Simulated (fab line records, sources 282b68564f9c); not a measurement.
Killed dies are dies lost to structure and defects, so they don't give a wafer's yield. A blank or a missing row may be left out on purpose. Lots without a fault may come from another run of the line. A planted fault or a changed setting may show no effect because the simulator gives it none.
Split-lot experiment | flow rit_cmos | 5 lots, 23 wafers read, on a route of 202 steps

THE SPLIT
At RIT_GATE_CVD_08 (deposits poly-Si from SiH4, target thk 250 nm, time 2220 s), the setting sih4_flow_sccm was moved away from the recipe's 100 sccm on 15 of the 23 wafers read, by -14.9% to +14.1%. The other wafers ran this setting at the recipe's value.

FROM THE SPLIT TO THE READING: what the file shows between them, 6 steps
- RIT_GATE_THK_MEAS_09
- RIT_GATE_EXPOSE_13: exposes mask M6, target cd 150 nm (also split here: dose_mj)
- RIT_GATE_PEB_14
- RIT_GATE_DEVELOP_15: develop time 52.08 s
- RIT_GATE_CD_MEAS_16: target cd 150 nm
- RIT_GATE_HARDBAKE_18: time 60 s

THE READING
oes_product_au, in a.u., at RIT_GATE_ETCH_19 (etches poly-Si in SF6/CHF3/O2, stops on SiO2, time 165 s, target depth 312.5 nm). Fault-free wafers of this fab line usually give 0.851 a.u., standard deviation 0.018 a.u..

wafer  | tool, chamber at the split | sih4_flow_sccm as run, sccm | against the recipe | oes_product_au, a.u. | against lot-mates on the recipe
L078.1 | -, -                       | 100                         | recipe             | 0.863                | -
L078.2 | -, -                       | 100                         | recipe             | 0.873                | -
L078.3 | -, -                       | 100                         | recipe             | 0.848                | -
L078.5 | -, -                       | 100                         | recipe             | 0.829                | -
L078.6 | -, -                       | 100                         | recipe             | 0.865                | -
L080.2 | -, -                       | 114.1                       | +14.1%             | 0.938                | no lot-mate on the recipe
L080.3 | -, -                       | 114.1                       | +14.1%             | 0.929                | no lot-mate on the recipe
L080.4 | -, -                       | 114.1                       | +14.1%             | 0.891                | no lot-mate on the recipe
L080.5 | -, -                       | 114.1                       | +14.1%             | 0.910                | no lot-mate on the recipe
L080.6 | -, -                       | 114.1                       | +14.1%             | 0.932                | no lot-mate on the recipe
L079.1 | -, -                       | 87.38                       | -12.6%             | 0.809                | no lot-mate on the recipe
L079.3 | -, -                       | 87.38                       | -12.6%             | 0.785                | no lot-mate on the recipe
L079.4 | -, -                       | 87.38                       | -12.6%             | 0.807                | no lot-mate on the recipe
L079.5 | -, -                       | 87.38                       | -12.6%             | 0.796                | no lot-mate on the recipe
L079.6 | -, -                       | 87.38                       | -12.6%             | 0.806                | no lot-mate on the recipe
L083.1 | -, -                       | 85.13                       | -14.9%             | 0.769                | no lot-mate on the recipe
L083.3 | -, -                       | 85.13                       | -14.9%             | 0.779                | no lot-mate on the recipe
L083.4 | -, -                       | 85.13                       | -14.9%             | 0.773                | no lot-mate on the recipe
L083.5 | -, -                       | 85.13                       | -14.9%             | 0.780                | no lot-mate on the recipe
L083.6 | -, -                       | 85.13                       | -14.9%             | 0.764                | no lot-mate on the recipe
L085.1 | lpcvd-02, 0                | 100                         | recipe             | 0.836                | -
L085.3 | lpcvd-02, 0                | 100                         | recipe             | 0.846                | -
L085.5 | lpcvd-02, 0                | 100                         | recipe             | 0.843                | -

THE FIT
A straight line over all 23 wafers: oes_product_au changes by +0.0048 a.u. for each +1% of sih4_flow_sccm; r = +0.97; the points scatter about the line by 0.015 a.u..
Too few moved wafers have a lot-mate on the recipe to fit a line with each lot's own level taken away.

THE WHOLE CHAIN: every reading that the file lists as answering this split, in the file's order
step                   | what it does                                                                    | reading                                                                        | change (the file's fit)                  | r (the file's)
RIT_GATE_CVD_08        | deposits poly-Si from SiH4, target thk 250 nm, time 2220 s                      | poly-Si_of_GATE_CVD_08.thk_nm (the simulator's own value, which no gauge read) | +2.4 nm for each +1% of the setting      | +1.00
RIT_GATE_THK_MEAS_09   |                                                                                 | GATE_POLY_THK                                                                  | +2.39 for each +1% of the setting        | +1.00
RIT_GATE_ETCH_19       | etches poly-Si in SF6/CHF3/O2, stops on SiO2, time 165 s, target depth 312.5 nm | oes_product_au                                                                 | +0.0048 a.u. for each +1% of the setting | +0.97
RIT_GATE_ETCH_19       | etches poly-Si in SF6/CHF3/O2, stops on SiO2, time 165 s, target depth 312.5 nm | GATE.feature_depth_nm (the simulator's own value, which no gauge read)         | +2.4 nm for each +1% of the setting      | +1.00
RIT_GATE_ETCH_19       | etches poly-Si in SF6/CHF3/O2, stops on SiO2, time 165 s, target depth 312.5 nm | etch.depth_nm (the simulator's own value, which no gauge read)                 | +2.4 nm for each +1% of the setting      | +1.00
RIT_SPACER_ETCHBACK_05 | etches Si3N4 in SF6/CHF3, stops on SiO2, target depth 250 nm, time 240 s        | poly-Si_of_GATE_CVD_08.thk_nm (the simulator's own value, which no gauge read) | +2.49 nm for each +1% of the setting     | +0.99

THE FILE'S OWN FIT
oes_product_au changes by +0.0048 a.u. for each +1% of sih4_flow_sccm, r = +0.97.
